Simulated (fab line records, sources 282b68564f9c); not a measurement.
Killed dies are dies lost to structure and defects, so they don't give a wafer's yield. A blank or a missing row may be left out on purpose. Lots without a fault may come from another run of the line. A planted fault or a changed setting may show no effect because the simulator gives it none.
Which tool did it? | flow rit_cmos | 14 lots, 42 wafers sampled, at 3 steps of a route of 202

WHAT THE GAUGES READ, wafer by wafer
RIT_NRETRO_TW_MEAS_10.
lot  | measured    | on            | NRETRO_TW
L354 | day 2 17:05 | film_metro-01 | 1043 1051 1046
L355 | day 2 21:13 | film_metro-04 | 1031 1029 1031
L356 | day 2 21:29 | film_metro-01 | 1048 1046 1045
L357 | day 3 03:49 | film_metro-01 | 1047 1054 1055
L359 | day 3 11:13 | film_metro-01 | 1048 1054 1046
L361 | day 3 18:49 | film_metro-03 | 1047 1043 1043
L363 | day 4 11:28 | film_metro-04 | 1034 1037 1036
L364 | day 4 12:58 | film_metro-03 | 1042 1040 1033
L365 | day 4 17:00 | film_metro-01 | 1055 1052 1047
L369 | day 5 12:37 | film_metro-03 | 30 30 30
L370 | day 5 17:08 | film_metro-04 | 30 30 30
L372 | day 6 02:58 | film_metro-01 | 1054 1053 1053
L374 | day 6 13:06 | film_metro-04 | 1038 1035 1039
L377 | day 7 02:26 | film_metro-03 | 1052 1056 1049

RIT_PRETRO_TW_MEAS_10.
lot  | measured    | on            | PRETRO_TW
L354 | day 2 18:49 | film_metro-01 | 469 472 470
L355 | day 2 23:02 | film_metro-01 | 470 470 473
L356 | day 2 23:24 | film_metro-02 | 480 479 478
L357 | day 3 05:22 | film_metro-01 | 477 474 478
L359 | day 3 12:46 | film_metro-04 | 470 466 467
L361 | day 3 20:29 | film_metro-02 | 478 477 479
L363 | day 4 13:13 | film_metro-02 | 479 479 481
L364 | day 4 14:31 | film_metro-02 | 481 482 481
L365 | day 4 18:42 | film_metro-02 | 478 480 479
L369 | day 5 14:16 | film_metro-01 | 30 30 30
L370 | day 5 18:41 | film_metro-04 | 30 30 30
L372 | day 6 04:37 | film_metro-01 | 476 474 478
L374 | day 6 14:47 | film_metro-02 | 480 481 479
L377 | day 7 04:06 | film_metro-02 | 481 478 482

WHICH TOOL RAN EACH LOT (tool, then ch and the chambers of the sampled wafers, then the start)
lot  | RIT_PWELL_STRIP_09
L354 | plasma_asher-04 ch 0,1, day 2 08:31
L355 | plasma_asher-03 ch 0,1, day 2 12:01
L356 | plasma_asher-04 ch 0,1, day 2 12:27
L357 | plasma_asher-01 ch 0,1, day 2 20:46
L359 | plasma_asher-03 ch 0,1, day 3 01:57
L361 | plasma_asher-03 ch 0,1, day 3 11:34
L363 | plasma_asher-04 ch 0, day 4 03:00
L364 | plasma_asher-03 ch 0,1, day 4 05:28
L365 | plasma_asher-01 ch 0,1, day 4 08:20
L369 | plasma_asher-01 ch 0,1, day 5 04:41
L370 | plasma_asher-03 ch 0, day 5 09:11
L372 | plasma_asher-01 ch 0,1, day 5 18:02
L374 | plasma_asher-03 ch 1, day 6 04:20
L377 | plasma_asher-03 ch 0,1, day 6 18:54
- RIT_PWELL_STRIP_09: strips in O2, time 180 s.

WHAT THE TOOLS THEMSELVES READ (means of the sampled wafers that have a number; where no wafer has one, the mark that the record gives instead)
RIT_PWELL_STRIP_09.
lot  | tool            | chamber_pressure_mTorr (mTorr) | drypump_motor_current_A (A)
L354 | plasma_asher-04 | 4000                           | 5.3
L355 | plasma_asher-03 | 4000                           | 6.4
L356 | plasma_asher-04 | 3998                           | 5.5
L357 | plasma_asher-01 | 4001                           | 5.4
L359 | plasma_asher-03 | 3998                           | 6.2
L361 | plasma_asher-03 | 3998                           | 6.5
L363 | plasma_asher-04 | 3999                           | 5.6
L364 | plasma_asher-03 | 4001                           | 6.4
L365 | plasma_asher-01 | 4000                           | 5.4
L369 | plasma_asher-01 | -                              | -
L370 | plasma_asher-03 | -                              | -
L372 | plasma_asher-01 | 3997                           | 5.4
L374 | plasma_asher-03 | 4003                           | 6.7
L377 | plasma_asher-03 | 4001                           | 6.5

THE ANSWER, worked out from the rows above alone
Rule: what is usual is taken from the lots themselves. Put in order of their means at a reading, lots are off if they are a third of the lots or fewer, leave a main group of 4 or more, and stand apart from it by a gap of 3 or more times the standard deviation of the main group's means; of several such gaps the widest counts. A main group whose means are all the same, to the digits that the tables above print for the reading, isn't used. A lot without any number at a reading at which 4 lots or more have one is off too. The other lots that the step has rows for count as sound. The gauges are gone through in route order, then the tools' own readings, and for those a lot's mean is taken as printed above. The first step at which some lot is off is used, and at that step the reading that is off furthest; a lot without a number counts as furthest.
Off: L369, L370, at RIT_NRETRO_TW_MEAS_10 (NRETRO_TW). The main group: mean 1045, standard deviation 7.3.
A tool fits if, at a process step before that reading, it ran every lot that is off, and no sound lot after the first of them. The gauges at RIT_NRETRO_TW_MEAS_10 aren't tried: what is off there is off at RIT_PWELL_STRIP_09 too, on other tools, and a gauge's error can't cause that. None of those tried fits.

WHAT THE SIMULATOR HAD PUT IN
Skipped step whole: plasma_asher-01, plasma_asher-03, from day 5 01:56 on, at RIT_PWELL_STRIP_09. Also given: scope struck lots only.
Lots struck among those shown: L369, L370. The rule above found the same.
